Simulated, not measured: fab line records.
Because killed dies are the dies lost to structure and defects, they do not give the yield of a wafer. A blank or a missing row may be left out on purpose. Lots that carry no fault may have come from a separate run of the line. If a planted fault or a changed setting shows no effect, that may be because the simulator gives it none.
Comparing a struck lot with a sound one || flow rit_cmos || 15 steps out of a route of 202
Sound: the wafers L649.3, L649.5, L649.6. The struck wafers were L654.2, L654.3, L654.4. The cause comes at the end.
At each step with rows: each side's tool, then ch and its chambers, then its first start. Under that, the readings that differ: sound wafers || struck wafers || difference of the means || sigmas: that difference in standard deviations of wafers without a fault.
alike: words and numbers the same on both sides, and readings whose means are apart by under 2 such deviations; not compared: readings that were withheld, readings missing a value for some wafer, numbers with overlapping values and no deviation given by the record, and bounds like >300 which may hide the same value.
A row with sigmas, a row that says differs or no value, or rows on one side alone: a step with any of these is where the two part. Numbers that have no deviation but don't overlap get no sigmas and don't part them. A reading missing from all wafers of one side parts the sides only when that side holds two or more wafers.

first, 4 steps without rows for these wafers: RIT_NWELL_SOFTBAKE_02 (time 60 s); RIT_NWELL_EXPOSE_03 (exposes mask M2, target cd 43900 nm); RIT_NWELL_PEB_04; RIT_NWELL_DEVELOP_05 (develop time 68 s).
RIT_NWELL_OVL_MEAS_06:
  sound on overlay-02 at day 3 02:28; struck on overlay-02 at day 4 03:25
  alike: NWELL_OVL
then, 2 steps without rows for these wafers: RIT_NWELL_HARDBAKE_07 (time 120 s); RIT_NWELL_IMPLANT_08.
RIT_NWELL_STRIP_09: strips in O2, time 180 s.
  sound on plasma_asher-01 ch 0,1, day 3 02:57; struck on plasma_asher-01 ch 0,1, day 4 03:51
  alike: drypump_motor_current_A
  not compared: rf_hours_counter_h
RIT_NWELL_TW_MEAS_10:
  sound on film_metro-04 at day 3 03:05; struck on film_metro-02 at day 4 04:02
{"reading": "NWELL_TW", "sound": "2119 2114 2114", "struck": "2172 2164 2174", "difference": "+54", "sigmas": "+2"}
then, 3 steps without rows for these wafers: RIT_PWELL_HMDS_00 (prime time 60 s); RIT_PWELL_COAT_01 (resist thk 1300 nm); RIT_PWELL_SOFTBAKE_02 (time 60 s).
RIT_PWELL_EXPOSE_03: exposes mask M3, target cd 43700 nm.
  sound on iline_stepper-02 ch 0, day 3 03:37; struck on iline_stepper-02 ch 0, day 4 04:33
{"reading": "mask", "sound": "M3#0 M3#0 M3#0", "struck": "M3_R1#0 M3_R1#0 M3_R1#0", "difference": "differs", "sigmas": ""}
  alike: stage_vel_mm_s
next, for these wafers, 1 step has no rows: RIT_PWELL_PEB_04.
RIT_M1_PROBE_99:
  sound on prober-02 at day 4 15:22; struck on prober-01 at day 5 19:01
{"reading": "model.etest.well_edge_right.line_ohm_um", "sound": "182.9 180.6 181.2", "struck": "190.8 188.2 189.4", "difference": "+7.9", "sigmas": ""}
{"reading": "model.etest.well_edge_left.line_ohm_um", "sound": "181.4 183 185.1", "struck": "188.3 189 188.3", "difference": "+5.4", "sigmas": ""}
  alike: killed_at_contacts, killed_at_front_end, killed_dies, killed_on_rim, killed_open, killed_short
  not compared: model.etest.iso_nwell_nwell.bv_v

== WHERE THEY PART ==
At RIT_NWELL_TW_MEAS_10 first; at RIT_PWELL_EXPOSE_03 last (within this record only). Later steps at which nothing parts them and some readings are alike: RIT_M1_PROBE_99.

WHY: whatever the simulator had introduced
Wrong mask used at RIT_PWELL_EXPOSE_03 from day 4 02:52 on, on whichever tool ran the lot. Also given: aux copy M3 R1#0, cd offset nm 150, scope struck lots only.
